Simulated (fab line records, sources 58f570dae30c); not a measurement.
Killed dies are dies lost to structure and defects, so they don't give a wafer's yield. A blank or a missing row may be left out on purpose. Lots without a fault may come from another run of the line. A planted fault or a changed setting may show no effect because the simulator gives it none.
Which tool did it? | flow berkeley_cmos170 | 24 lots, 72 wafers sampled, at 4 steps of a route of 331

WHAT THE GAUGES READ, wafer by wafer
UCB170_START_BOW_MEAS_00. Usual: INCOMING_BOW 0 um, standard deviation 5.5.
lot  | measured    | on            | INCOMING_BOW (um) | flag
L074 | day 1 10:02 | film_metro-01 | 6 -2 0            |
L075 | day 1 15:01 | film_metro-03 | -4 0 1            |
L076 | day 1 20:00 | film_metro-03 | -3 6 2            |
L077 | day 2 01:16 | film_metro-03 | -6 -22 -3         |
L078 | day 2 06:00 | film_metro-01 | -1 -2 0           |
L079 | day 2 11:00 | film_metro-01 | 0 1 0             |
L080 | day 2 16:02 | film_metro-01 | -5 0 -2           |
L081 | day 2 21:00 | film_metro-03 | 2 -2 2            |
L082 | day 3 02:01 | film_metro-01 | -4 -8 -1          |
L083 | day 3 07:01 | film_metro-01 | -3 6 -4           |
L084 | day 3 12:00 | film_metro-01 | 0 -5 -2           |
L085 | day 3 17:01 | film_metro-02 | 3 -1 2            |
L086 | day 3 22:02 | film_metro-01 | -9 6 -1           |
L087 | day 4 03:00 | film_metro-03 | 0 1 -3            |
L088 | day 4 08:00 | film_metro-01 | 6 8 -10           |
L089 | day 4 13:00 | film_metro-02 | -7 0 -3           |
L090 | day 4 18:00 | film_metro-01 | 2 3 -1            |
L091 | day 4 23:00 | film_metro-01 | -9 2 5            |
L092 | day 5 04:00 | film_metro-03 | 5 8 0             |
L093 | day 5 09:01 | film_metro-02 | 4 -9 -5           |
L094 | day 5 14:02 | film_metro-02 | -2 -7 -2          |
L095 | day 5 19:01 | film_metro-01 | -1 -1 4           |
L096 | day 6 00:02 | film_metro-02 | -3 -18 -9         |
L097 | day 6 05:02 | film_metro-03 | 12 -2 -2          |

UCB170_ACTIVE_THK_MEAS_03. Usual: ACTIVE_OXIDE_THK 26.1 nm, standard deviation 0.55.
lot  | measured    | on            | ACTIVE_OXIDE_THK (nm) | flag
L074 | day 4 00:55 | film_metro-01 | 25.7 25.6 25.1        |
L075 | day 4 06:35 | film_metro-02 | 26.5 26.6 26.3        |
L076 | day 4 06:34 | film_metro-01 | 26.9 26.7 26.8        |
L077 | day 4 15:01 | film_metro-02 | 26.0 26.2 25.9        |
L078 | day 4 20:38 | film_metro-02 | 26.2 26.4 26.4        |
L079 | day 4 20:38 | film_metro-01 | 26.2 26.4 26.4        |
L080 | day 5 03:34 | film_metro-03 | 27.0 27.0 26.8        |
L081 | day 5 03:32 | film_metro-01 | 26.2 26.5 26.0        |
L082 | day 5 20:04 | film_metro-03 | 25.3 25.4 25.9        |
L083 | day 6 03:40 | film_metro-02 | 26.9 27.4 26.7        |
L084 | day 6 03:35 | film_metro-03 | 26.5 26.6 26.2        |
L085 | day 6 03:36 | film_metro-01 | 26.9 27.1 27.2        |
L086 | day 6 03:37 | film_metro-02 | 25.8 25.9 26.5        |
L087 | day 6 16:37 | film_metro-03 | 26.4 26.2 26.5        |
L088 | day 6 22:43 | film_metro-03 | 25.6 26.2 26.0        |
L089 | day 6 22:43 | film_metro-01 | 26.6 25.9 26.5        |
L090 | day 7 07:19 | film_metro-02 | 26.0 25.1 25.8        |
L091 | day 7 07:19 | film_metro-03 | 26.3 26.3 25.7        |
L092 | day 7 13:26 | film_metro-01 | 26.0 25.9 25.5        |
L093 | day 7 17:40 | film_metro-02 | 26.1 26.3 26.4        |
L094 | day 8 05:14 | film_metro-02 | 24.9 25.1 25.5        |
L095 | day 8 05:13 | film_metro-03 | 25.8 25.6 25.8        |
L096 | day 8 05:14 | film_metro-01 | 25.5 25.7 25.4        |
L097 | day 8 17:05 | film_metro-03 | 25.3 25.0 25.3        |

UCB170_NVT_OVL_MEAS_06. Usual: NVT_OVL -2 nm, standard deviation 6.
lot  | measured     | on         | NVT_OVL (nm) | flag
L074 | day 5 14:09  | overlay-02 | -5 2 -8      |
L075 | day 5 14:14  | overlay-01 | -8 -2 -11    |
L076 | day 5 14:30  | overlay-02 | -14 3 -8     |
L077 | day 6 02:48  | overlay-02 | -8 -3 -5     |
L078 | day 6 11:37  | overlay-02 | 1 -1 -3      |
L079 | day 6 11:48  | overlay-01 | 8 0 -1       |
L080 | day 6 17:34  | overlay-02 | -4 -7 6      |
L081 | day 6 17:41  | overlay-01 | -1 -2 4      |
L082 | day 7 09:30  | overlay-02 | -1 -7 -9     |
L083 | day 7 15:44  | overlay-01 | 4 14 4       |
L084 | day 7 16:14  | overlay-02 | -5 3 0       |
L085 | day 7 16:11  | overlay-01 | 1 -2 9       |
L086 | day 7 15:55  | overlay-02 | -4 5 -1      |
L087 | day 8 10:18  | overlay-02 | 3 0 2        |
L088 | day 8 15:59  | overlay-01 | -5 10 -2     |
L089 | day 8 15:44  | overlay-02 | 2 5 4        |
L090 | day 8 22:21  | overlay-01 | -17 -11 4    |
L091 | day 8 22:20  | overlay-02 | -10 -10 0    |
L092 | day 9 04:28  | overlay-02 | 2 -4 -7      |
L093 | day 9 04:43  | overlay-01 | 4 5 -2       |
L094 | day 9 20:02  | overlay-02 | -5 6 -2      |
L095 | day 9 20:11  | overlay-02 | -6 0 4       |
L096 | day 9 20:17  | overlay-01 | -3 2 -6      |
L097 | day 10 02:42 | overlay-02 | -6 -6 -11    |

WHICH TOOL RAN EACH LOT (tool, then ch and the chambers of the sampled wafers, then the start)
lot  | UCB170_NWELL_STRIP_15
L074 | plasma_asher-02 ch 0,1, day 2 08:59
L075 | plasma_asher-04 ch 0,1, day 2 16:41
L076 | plasma_asher-02 ch 0,1, day 2 16:34
L077 | plasma_asher-02 ch 0,1, day 3 00:52
L078 | plasma_asher-02 ch 0,1, day 3 06:32
L079 | plasma_asher-04 ch 0,1, day 3 06:49
L080 | plasma_asher-03 ch 0,1, day 3 13:37
L081 | plasma_asher-04 ch 0,1, day 3 13:44
L082 | plasma_asher-03 ch 0,1, day 4 04:13
L083 | plasma_asher-02 ch 1, day 4 10:09
L084 | plasma_asher-03 ch 0,1, day 4 09:54
L085 | plasma_asher-02 ch 0,1, day 4 18:57
L086 | plasma_asher-04 ch 0,1, day 4 19:16
L087 | plasma_asher-04 ch 0,1, day 5 04:02
L088 | plasma_asher-02 ch 0,1, day 5 08:35
L089 | plasma_asher-04 ch 0,1, day 5 12:13
L090 | plasma_asher-02 ch 0,1, day 5 12:19
L091 | plasma_asher-03 ch 0,1, day 5 18:16
L092 | plasma_asher-03 ch 0,1, day 5 22:50
L093 | plasma_asher-04 ch 0,1, day 6 03:49
L094 | plasma_asher-04 ch 0,1, day 6 12:23
L095 | plasma_asher-02 ch 0,1, day 6 17:31
L096 | plasma_asher-03 ch 0,1, day 6 21:24
L097 | plasma_asher-02 ch 0,1, day 7 03:20
- UCB170_NWELL_STRIP_15: strips in O2.

WHAT THE TOOLS THEMSELVES READ (means of the sampled wafers that have a number; where no wafer has one, the mark that the record gives instead)
UCB170_NWELL_STRIP_15. Usual: drypump_motor_current_A 5.74 A, standard deviation 0.14; oes_product_au 0.720 a.u., standard deviation 0.0049; strip_time_to_endpoint_s 18.07 s, standard deviation 0.085.
lot  | tool            | drypump_motor_current_A (A) | oes_product_au (a.u.) | strip_time_to_endpoint_s (s) | flag
L074 | plasma_asher-02 | 5.68                        | 0.725                 | 18.01                        |
L075 | plasma_asher-04 | 5.80                        | 0.725                 | 18.02                        |
L076 | plasma_asher-02 | 5.74                        | 0.723                 | 18.05                        |
L077 | plasma_asher-02 | 5.74                        | 0.718                 | 18.21                        |
L078 | plasma_asher-02 | 5.73                        | 0.722                 | 18.14                        |
L079 | plasma_asher-04 | 5.79                        | 0.718                 | 18.12                        |
L080 | plasma_asher-03 | 5.59                        | 0.723                 | 18.10                        |
L081 | plasma_asher-04 | 5.84                        | 0.720                 | 18.08                        |
L082 | plasma_asher-03 | 5.72                        | 0.719                 | 18.14                        |
L083 | plasma_asher-02 | 5.79                        | 0.719                 | 18.11                        |
L084 | plasma_asher-03 | 5.58                        | 0.719                 | 18.10                        |
L085 | plasma_asher-02 | 5.72                        | 0.716                 | 17.99                        |
L086 | plasma_asher-04 | 5.84                        | 0.717                 | 18.05                        |
L087 | plasma_asher-04 | 5.83                        | 0.720                 | 18.14                        |
L088 | plasma_asher-02 | 5.70                        | 0.725                 | 18.05                        |
L089 | plasma_asher-04 | 5.87                        | 0.721                 | 18.14                        |
L090 | plasma_asher-02 | 5.69                        | 0.720                 | 18.15                        |
L091 | plasma_asher-03 | 5.59                        | 0.715                 | 17.98                        |
L092 | plasma_asher-03 | 5.72                        | 0.723                 | 18.10                        |
L093 | plasma_asher-04 | 5.88                        | 0.718                 | 18.05                        |
L094 | plasma_asher-04 | 5.83                        | 0.720                 | 18.13                        |
L095 | plasma_asher-02 | 5.73                        | 0.719                 | 18.07                        |
L096 | plasma_asher-03 | 5.59                        | 0.720                 | 18.05                        |
L097 | plasma_asher-02 | 5.75                        | 0.721                 | 18.06                        |

THE ANSWER, worked out from the rows above alone
Rule: a lot is off if the mean of its wafers that have a number lies more than 3 standard deviations from the usual mean. A lot without any number at a reading at which 4 lots or more have one is off too. The other lots that the step has rows for count as sound. The gauges are gone through in route order, then the tools' own readings, and for those a lot's mean is taken as printed above. The first step at which some lot is off is used, and at that step the reading that is off furthest; a lot without a number counts as furthest.
No lot is off at any reading shown: from this, nothing can be told.

WHAT THE SIMULATOR HAD PUT IN
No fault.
